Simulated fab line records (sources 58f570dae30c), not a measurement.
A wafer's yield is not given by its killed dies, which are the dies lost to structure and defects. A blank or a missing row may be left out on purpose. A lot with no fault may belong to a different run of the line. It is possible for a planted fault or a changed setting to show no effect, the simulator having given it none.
Split-lot study ; flow berkeleyCmos170 ; on a route of 331 steps: 5 lots, 23 wafers read

== THE SPLIT ==
At UCB170_M2_SPUTTER_01 (material Al, target thk 900 nm, time 120 s), the setting timeS was moved away from the recipe's 120 s on 4 of the 23 wafers read, by -11.8% to +7.8%. This setting was run at the recipe's value on the other wafers.

== FROM SPLIT TO READING: 1 step shown by the file between the two ==
- UCB170_M2_RS_MEAS_02: measures by four-point-probe

== THE READING ==
M2_AL_THK, in nm, at UCB170_M2_THK_MEAS_03 (measures by xrf). Fault-free wafers of this fab line usually give 895 nm, standard deviation 9 nm.

wafer;tool, chamber at the split;timeS as run, s;against the recipe;M2_AL_THK, nm;against lot-mates on the recipe
L074.2;pvdSputter-03, -;120;recipe;895;-
L074.3;pvdSputter-03, -;120;recipe;892;-
L074.4;pvdSputter-03, -;120;recipe;885;-
L074.5;pvdSputter-03, -;120;recipe;897;-
L074.6;pvdSputter-03, -;120;recipe;886;-
L076.1;pvdSputter-01, -;120;recipe;886;-
L076.2;pvdSputter-01, -;120;recipe;899;-
L076.3;pvdSputter-01, -;120;recipe;895;-
L080.1;pvdSputter-01, -;120;recipe;893;-
L080.2;pvdSputter-01, -;129.4;+7.8%;973;+80
L080.3;pvdSputter-01, -;120;recipe;900;-
L080.4;pvdSputter-01, -;120;recipe;887;-
L080.6;pvdSputter-01, -;129.4;+7.8%;969;+76
L084.1;pvdSputter-01, -;120;recipe;886;-
L084.2;pvdSputter-01, -;120;recipe;885;-
L084.3;pvdSputter-01, -;120;recipe;895;-
L084.4;pvdSputter-01, -;120;recipe;899;-
L084.5;pvdSputter-01, -;120;recipe;907;-
L082.1;pvdSputter-03, -;105.8;-11.8%;772;-116
L082.2;pvdSputter-03, -;120;recipe;886;-
L082.3;pvdSputter-03, -;105.8;-11.8%;783;-105
L082.4;pvdSputter-03, -;120;recipe;892;-
L082.6;pvdSputter-03, -;120;recipe;885;-

THE FIT
A straight line over all 23 wafers: M2_AL_THK changes by +9.81 nm for each +1% of timeS; r = +0.99; the points scatter about the line by 6.3 nm.
The same after taking each lot's own level away (the mean of its wafers on the recipe; 23 wafers): +9.5 nm for each +1%; r = +0.99; scatter 6 nm.
On that fit, the largest move of timeS shifts the reading by 1.1e+02 nm.
Across the lots, their own levels run from 887.7 to 894.4 nm, a range of 0.7 times the standard deviation given above.
Hence the lot-to-lot level has little effect on the slope; both slopes agree.
Check: for one of the wafers moved furthest among these (-11.8%), held out of the fit, the line's prediction against its lot-mates is -110 nm. It came out at -116 nm against them.

== OTHER SPLITS APPLIED TO THESE WAFERS ==
Note: prior to the reading, these wafers also went through further splits. Each is held against what the fit with the lots' levels taken away leaves over:
other split on the same wafers;wafers away from the commonest value;r with M2_AL_THK (lot level and that fit taken away)
UCB170_BACKSIDE_COAT_01 spinRpm;7;-0.11
UCB170_CONTACT_CVD_01 tempC;18;+0.07
UCB170_CONTACT_COAT_04 resistThkNm;10;-0.23

== THE WHOLE CHAIN: every reading that the file lists as answering this split, in the file's order ==
step;what it does;reading;change (the file's fit);r (the file's)
UCB170_M2_SPUTTER_01;material Al, target thk 900 nm, time 120 s;Al_of_M2_SPUTTER_01.thkNm (the simulator's own value, which no gauge read);+9.85 nm for each +1% of the setting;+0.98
UCB170_M2_RS_MEAS_02;measures by four-point-probe;M2_AL_RS;-0.000378 for each +1% of the setting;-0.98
UCB170_M2_THK_MEAS_03;measures by xrf;M2_AL_THK;+9.49 for each +1% of the setting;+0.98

== FILE'S OWN FIT ==
M2_AL_THK changes by +9.49 nm for each +1% of timeS, r = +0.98.
